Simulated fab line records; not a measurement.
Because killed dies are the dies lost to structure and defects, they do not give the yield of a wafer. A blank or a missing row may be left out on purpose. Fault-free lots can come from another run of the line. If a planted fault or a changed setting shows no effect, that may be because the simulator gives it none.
The tool behind it: which one? | flow rit-cmos | Sampling: 13 lots, 39 wafers, 8 of 202 route steps

## WHAT EACH GAUGE READ, for each wafer
RIT_NSD_TW_MEAS_10.
lot  | measured    | on            | NSD_TW
L892 | day 3 01:41 | film-metro-01 | 3120 3121 3116
L893 | day 3 04:40 | film-metro-02 | 3139 3131 3133
L894 | day 3 10:22 | film-metro-02 | 3124 3129 3147
L897 | day 4 02:58 | film-metro-02 | 3126 3148 3133
L900 | day 4 16:40 | film-metro-01 | 3088 3108 3078
L901 | day 4 20:34 | film-metro-03 | 3116 3123 3111
L902 | day 5 05:10 | film-metro-01 | 3067 3075 3074
L905 | day 5 17:32 | film-metro-01 | 3062 3074 3085
L907 | day 6 04:39 | film-metro-02 | 3144 3136 3142
L909 | day 6 13:28 | film-metro-03 | 3139 3132 3165
L911 | day 7 02:34 | film-metro-02 | 3134 3128 3140
L913 | day 7 08:52 | film-metro-01 | 3112 3102 3112
L915 | day 7 18:05 | film-metro-01 | 3099 3109 3100

RIT_SDANNEAL_RS_MEAS_04: measures by four-point-probe.
lot  | measured    | on            | PSD_RS (ohm/sq)
L892 | day 3 03:54 | film-metro-01 | 116.17 116.17 116.03
L893 | day 3 06:43 | film-metro-01 | 116.01 116.12 116.16
L894 | day 3 12:20 | film-metro-02 | 116.42 116.23 116.19
L897 | day 4 04:55 | film-metro-02 | 116.08 116.39 116.08
L900 | day 4 18:46 | film-metro-01 | 97.57 97.59 98.06
L901 | day 4 22:31 | film-metro-01 | 115.71 116.34 115.90
L902 | day 5 07:13 | film-metro-03 | 97.25 97.66 97.23
L905 | day 5 19:35 | film-metro-01 | 115.86 116.14 116.05
L907 | day 6 06:34 | film-metro-03 | 116.13 115.83 115.81
L909 | day 6 15:31 | film-metro-01 | 115.39 115.84 115.82
L911 | day 7 04:30 | film-metro-03 | 115.76 115.53 115.55
L913 | day 7 10:55 | film-metro-01 | 115.80 115.51 115.69
L915 | day 7 20:08 | film-metro-01 | 115.41 115.57 115.80

RIT_SDANNEAL_RS_MEAS_05: measures by four-point-probe.
lot  | measured    | on            | NSD_RS (ohm/sq)
L892 | day 3 04:01 | film-metro-01 | 84.5 84.7 84.3
L893 | day 3 06:50 | film-metro-01 | 84.3 84.6 84.9
L894 | day 3 12:28 | film-metro-02 | 84.5 84.6 84.6
L897 | day 4 05:02 | film-metro-02 | 84.3 84.3 84.0
L900 | day 4 18:53 | film-metro-01 | 80.6 80.6 81.0
L901 | day 4 22:38 | film-metro-01 | 84.5 84.8 84.6
L902 | day 5 07:20 | film-metro-03 | 81.5 81.2 81.3
L905 | day 5 19:42 | film-metro-01 | 84.7 85.0 84.8
L907 | day 6 06:41 | film-metro-03 | 84.5 84.8 84.5
L909 | day 6 15:38 | film-metro-01 | 84.1 83.8 84.2
L911 | day 7 04:37 | film-metro-03 | 84.3 84.3 84.4
L913 | day 7 11:02 | film-metro-01 | 84.3 84.3 84.3
L915 | day 7 20:15 | film-metro-01 | 84.2 84.0 84.1

RIT_SDANNEAL_RS_MEAS_06: measures by four-point-probe.
lot  | measured    | on            | PLDD_RS (ohm/sq)
L892 | day 3 04:08 | film-metro-01 | 177.9 178.5 178.4
L893 | day 3 06:57 | film-metro-01 | 178.7 178.8 178.8
L894 | day 3 12:35 | film-metro-02 | 178.9 178.4 178.9
L897 | day 4 05:09 | film-metro-02 | 178.7 179.1 178.9
L900 | day 4 19:01 | film-metro-01 | 161.4 161.6 161.5
L901 | day 4 22:45 | film-metro-01 | 178.6 178.9 178.6
L902 | day 5 07:27 | film-metro-03 | 161.7 161.9 161.3
L905 | day 5 19:49 | film-metro-01 | 179.0 179.3 179.3
L907 | day 6 06:49 | film-metro-03 | 178.8 178.1 178.6
L909 | day 6 15:45 | film-metro-01 | 178.4 178.7 178.3
L911 | day 7 04:44 | film-metro-03 | 178.5 178.5 178.7
L913 | day 7 11:09 | film-metro-01 | 178.4 178.4 178.1
L915 | day 7 20:22 | film-metro-01 | 178.0 178.6 179.3

RIT_SDANNEAL_RS_MEAS_07: measures by four-point-probe.
lot  | measured    | on            | NLDD_RS (ohm/sq)
L892 | day 3 04:16 | film-metro-01 | 151.8 152.2 152.2
L893 | day 3 07:04 | film-metro-01 | 151.8 151.7 151.0
L894 | day 3 12:42 | film-metro-02 | 152.1 152.4 152.1
L897 | day 4 05:16 | film-metro-02 | 151.5 152.6 151.5
L900 | day 4 19:08 | film-metro-01 | 148.1 148.1 147.9
L901 | day 4 22:52 | film-metro-01 | 151.8 151.4 152.1
L902 | day 5 07:34 | film-metro-03 | 148.2 149.1 148.9
L905 | day 5 19:56 | film-metro-01 | 152.2 152.3 152.7
L907 | day 6 06:56 | film-metro-03 | 153.1 153.5 153.5
L909 | day 6 15:52 | film-metro-01 | 151.2 150.8 151.2
L911 | day 7 04:52 | film-metro-03 | 151.1 150.7 150.6
L913 | day 7 11:16 | film-metro-01 | 152.1 151.3 152.4
L915 | day 7 20:29 | film-metro-01 | 151.9 152.5 151.7

## TOOL THAT RAN EACH LOT (tool first, then ch and the chambers of the sampled wafers, then the start)
lot  | RIT_PLDD_STRIP_09                   | RIT_NSD_STRIP_09                    | RIT_SDANNEAL_RTA_03
L892 | plasma-asher-04 ch 0,1, day 2 21:16 | plasma-asher-03 ch 0,1, day 3 01:32 | rtp-anneal-01 ch 0, day 3 03:49
L893 | plasma-asher-02 ch 0,1, day 3 00:32 | plasma-asher-03 ch 0,1, day 3 04:29 | rtp-anneal-02 ch 0, day 3 06:38
L894 | plasma-asher-04 ch 0,1, day 3 05:17 | plasma-asher-02 ch 0,1, day 3 10:11 | rtp-anneal-01 ch 0, day 3 12:16
L897 | plasma-asher-02 ch 0,1, day 3 21:54 | plasma-asher-01 ch 0,1, day 4 02:47 | rtp-anneal-02 ch 0, day 4 04:50
L900 | plasma-asher-03 ch 1, day 4 12:28   | plasma-asher-02 ch 0,1, day 4 16:30 | rtp-anneal-01 ch 0, day 4 18:43
L901 | plasma-asher-03 ch 0,1, day 4 16:17 | plasma-asher-02 ch 0,1, day 4 20:22 | rtp-anneal-02 ch 0, day 4 22:26
L902 | plasma-asher-02 ch 0,1, day 4 23:56 | plasma-asher-03 ch 0,1, day 5 04:59 | rtp-anneal-01 ch 0, day 5 07:09
L905 | plasma-asher-02 ch 0,1, day 5 13:27 | plasma-asher-02 ch 0,1, day 5 17:22 | rtp-anneal-02 ch 0, day 5 19:31
L907 | plasma-asher-02 ch 0,1, day 6 00:05 | plasma-asher-03 ch 0,1, day 6 04:29 | rtp-anneal-02 ch 0, day 6 06:31
L909 | plasma-asher-02 ch 0,1, day 6 09:22 | plasma-asher-01 ch 0,1, day 6 13:17 | rtp-anneal-02 ch 0, day 6 15:27
L911 | plasma-asher-02 ch 0,1, day 6 22:24 | plasma-asher-01 ch 0,1, day 7 02:26 | rtp-anneal-02 ch 0, day 7 04:25
L913 | plasma-asher-03 ch 0,1, day 7 04:46 | plasma-asher-01 ch 0,1, day 7 08:41 | rtp-anneal-02 ch 0, day 7 10:50
L915 | plasma-asher-03 ch 0,1, day 7 14:02 | plasma-asher-01 ch 0,1, day 7 17:56 | rtp-anneal-02 ch 0, day 7 20:03
- RIT_PLDD_STRIP_09: strips in O2, time 180 s.
- RIT_NSD_STRIP_09: strips in O2, time 180 s.
- RIT_SDANNEAL_RTA_03: time 5 s.

## AS READ BY THE TOOLS THEMSELVES (means over the sampled wafers that have a number; for cases with no such wafer, the mark the record gives instead)
RIT_PLDD_STRIP_09.
lot  | tool            | drypump-motor-current-A (A)
L892 | plasma-asher-04 | 5.4
L893 | plasma-asher-02 | 6.1
L894 | plasma-asher-04 | 5.6
L897 | plasma-asher-02 | 6.1
L900 | plasma-asher-03 | 5.7
L901 | plasma-asher-03 | 5.9
L902 | plasma-asher-02 | 6.1
L905 | plasma-asher-02 | 6.1
L907 | plasma-asher-02 | 6.1
L909 | plasma-asher-02 | 6.1
L911 | plasma-asher-02 | 6.1
L913 | plasma-asher-03 | 5.9
L915 | plasma-asher-03 | 6.0

RIT_NSD_STRIP_09.
lot  | tool            | drypump-motor-current-A (A)
L892 | plasma-asher-03 | 6.2
L893 | plasma-asher-03 | 5.9
L894 | plasma-asher-02 | 6.1
L897 | plasma-asher-01 | 5.2
L900 | plasma-asher-02 | 6.1
L901 | plasma-asher-02 | 6.1
L902 | plasma-asher-03 | 5.9
L905 | plasma-asher-02 | 6.1
L907 | plasma-asher-03 | 6.2
L909 | plasma-asher-01 | 5.3
L911 | plasma-asher-01 | 5.2
L913 | plasma-asher-01 | 5.3
L915 | plasma-asher-01 | 5.3

RIT_SDANNEAL_RTA_03.
lot  | tool          | wafer_temp_C_max
L892 | rtp-anneal-01 | 1053.6
L893 | rtp-anneal-02 | 1054.3
L894 | rtp-anneal-01 | 1052.8
L897 | rtp-anneal-02 | 1053.4
L900 | rtp-anneal-01 | 1053.9
L901 | rtp-anneal-02 | 1053.6
L902 | rtp-anneal-01 | 1054.1
L905 | rtp-anneal-02 | 1053.8
L907 | rtp-anneal-02 | 1052.2
L909 | rtp-anneal-02 | 1053.3
L911 | rtp-anneal-02 | 1053.8
L913 | rtp-anneal-02 | 1054.4
L915 | rtp-anneal-02 | 1053.8

## THE ANSWER, worked out from the rows above alone
Rule: the lots themselves supply what counts as usual. Put in order of their means at a reading, lots are off if they are a third of the lots or fewer, leave a main group of 4 or more, and stand apart from it by a gap of 3 or more times the standard deviation of the main group's means; of several such gaps the widest counts. If all means in a main group match to the digits the tables above print for the reading, that group is not used. A lot without any number at a reading at which 4 lots or more have one is off too. Where the step has rows for the other lots, those lots are counted as sound. After the gauges, taken in route order, come the tools' own readings; for these a lot's mean is taken, as printed above. The first step at which some lot is off is used, and at that step the reading that is off furthest; a lot without a number counts as furthest.
Off: at RIT_SDANNEAL_RS_MEAS_04 (PSD_RS), L900, L902. For the main group the mean is 115.92 ohm/sq and the standard deviation 0.23.
If a tool, at a process step before that reading, ran all the lots that are off and no sound lot after the first of them, it fits. The gauges at RIT_SDANNEAL_RS_MEAS_04 are tried like those tools. One candidate fits, namely rtp-anneal-01 at RIT_SDANNEAL_RTA_03. A fault onset in the window from L894 (day 3 12:16, its last sound lot) to L900 (day 4 18:43, its first lot off) fits.

## WHAT WAS PUT IN BY THE SIMULATOR
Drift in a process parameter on rtp-anneal-01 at RIT_SDANNEAL_RTA_03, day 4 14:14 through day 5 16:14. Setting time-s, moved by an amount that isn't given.
Shown lots that were struck: L900, L902. The rule above found the same.
